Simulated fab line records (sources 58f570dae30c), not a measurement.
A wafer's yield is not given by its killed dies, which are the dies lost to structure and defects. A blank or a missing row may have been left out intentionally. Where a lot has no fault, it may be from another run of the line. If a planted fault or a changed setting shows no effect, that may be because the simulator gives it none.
Split-lot study	flow berkeley_cmos170	5 lots, 23 wafers read, on a route of 331 steps

ON THE SPLIT
At UCB170_NLDD_COAT_01 (resist thk 900 nm), the setting resist_thk_nm was moved away from the recipe's 900 nm on 10 of the 23 wafers read, by -4.1% to +3.8%. The other wafers ran this setting at the recipe's value.

Reading taken at the split's own step.

THE READING
KrF_of_NLDD_COAT_01.thk_nm (the simulator's own value, which no gauge read), in nm, at UCB170_NLDD_COAT_01 (resist thk 900 nm). No usual value for it is given in the file. Here, 13 wafers ran the recipe; their average is 899.8 nm with a standard deviation of 1.8 nm.

wafer	tool, chamber at the split	resist_thk_nm as run, nm	against the recipe	KrF_of_NLDD_COAT_01.thk_nm, nm	against lot-mates on the recipe
L074.1	litho_track-02, 0	934.4	+3.8%	933.9	+32.3
L074.2	litho_track-02, 0	934.4	+3.8%	934.5	+32.9
L074.4	litho_track-02, 0	900	recipe	901.6	-
L074.6	litho_track-02, 0	900	recipe	901.6	-
L074.5	litho_track-02, 0	934.4	+3.8%	935.3	+33.7
L077.1	litho_track-02, 0	868.9	-3.5%	865.5	-33.5
L077.2	litho_track-02, 0	900	recipe	898.2	-
L077.3	litho_track-02, 0	868.9	-3.5%	868.6	-30.4
L077.4	litho_track-02, 0	900	recipe	900.9	-
L077.6	litho_track-02, 0	900	recipe	897.8	-
L076.1	litho_track-04, 0	900	recipe	898.7	-
L076.4	litho_track-04, 0	900	recipe	896.1	-
L076.5	litho_track-04, 0	900	recipe	898.3	-
L080.1	litho_track-01, 0	900	recipe	901.3	-
L080.2	litho_track-01, 0	930.9	+3.4%	931.9	+31.4
L080.4	litho_track-01, 0	900	recipe	899.7	-
L080.5	litho_track-01, 0	900	recipe	900.6	-
L080.6	litho_track-01, 0	930.9	+3.4%	935.2	+34.7
L083.1	litho_track-04, 0	863.2	-4.1%	862.6	-39.0
L083.2	litho_track-04, 0	863.2	-4.1%	866.8	-34.8
L083.3	litho_track-04, 0	863.2	-4.1%	866.2	-35.4
L083.4	litho_track-04, 0	900	recipe	901.3	-
L083.5	litho_track-04, 0	900	recipe	901.9	-

FIT RESULTS
A straight line over all 23 wafers: KrF_of_NLDD_COAT_01.thk_nm changes by +9.06 nm for each +1% of resist_thk_nm; r = +1.00; the points scatter about the line by 2.1 nm.
The same after taking each lot's own level away (the mean of its wafers on the recipe; 23 wafers): +8.99 nm for each +1%; r = +1.00; scatter 1.5 nm.
The reading moves by 37 nm for the largest change in resist_thk_nm, on that fit.
The lots' own levels span 897.70 to 901.60 nm, that is 2.2 times the standard deviation above.
The two slopes are in agreement: the lot-to-lot level therefore moves the slope only a little.
Check: -36.4 nm against its lot-mates is what the line predicts for one of the wafers moved furthest among these (-4.1%) when that wafer is left out of the fit. Against them it came out at -39 nm.

OTHER SPLITS ON THESE WAFERS
Note: prior to the reading, these wafers also went through further splits. Each is held against what the fit with the lots' levels taken away leaves over:
other split on the same wafers	wafers away from the commonest value	r with KrF_of_NLDD_COAT_01.thk_nm (lot level and that fit taken away)
UCB170_NWELL_OXIDATION_01 ox_time_s	15	-0.21
UCB170_NWELL_CVD_04 time_s	15	+0.28
UCB170_NWELL_IMPLANT_14 dose_cm2	7	+0.18
UCB170_ACTIVE_ETCH_15 time_s	6	-0.06
UCB170_FIELD_OXIDATION_01 ox_time_s	15	-0.07
UCB170_FIELD_WET_ETCH_05 time_s	15	+0.33

THE WHOLE CHAIN: every reading that the file lists as answering this split, in the file's order
step	what it does	reading	change (the file's fit)	r (the file's)
UCB170_NLDD_COAT_01	resist thk 900 nm	KrF_of_NLDD_COAT_01.thk_nm (the simulator's own value, which no gauge read)	+9.06 nm for each +1% of the setting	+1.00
UCB170_NLDD_STRIP_10	strips in O2	strip_time_to_endpoint_s	withheld for each +1% of the setting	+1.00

FILE'S OWN FIT
KrF_of_NLDD_COAT_01.thk_nm changes by +9.06 nm for each +1% of resist_thk_nm, r = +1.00.
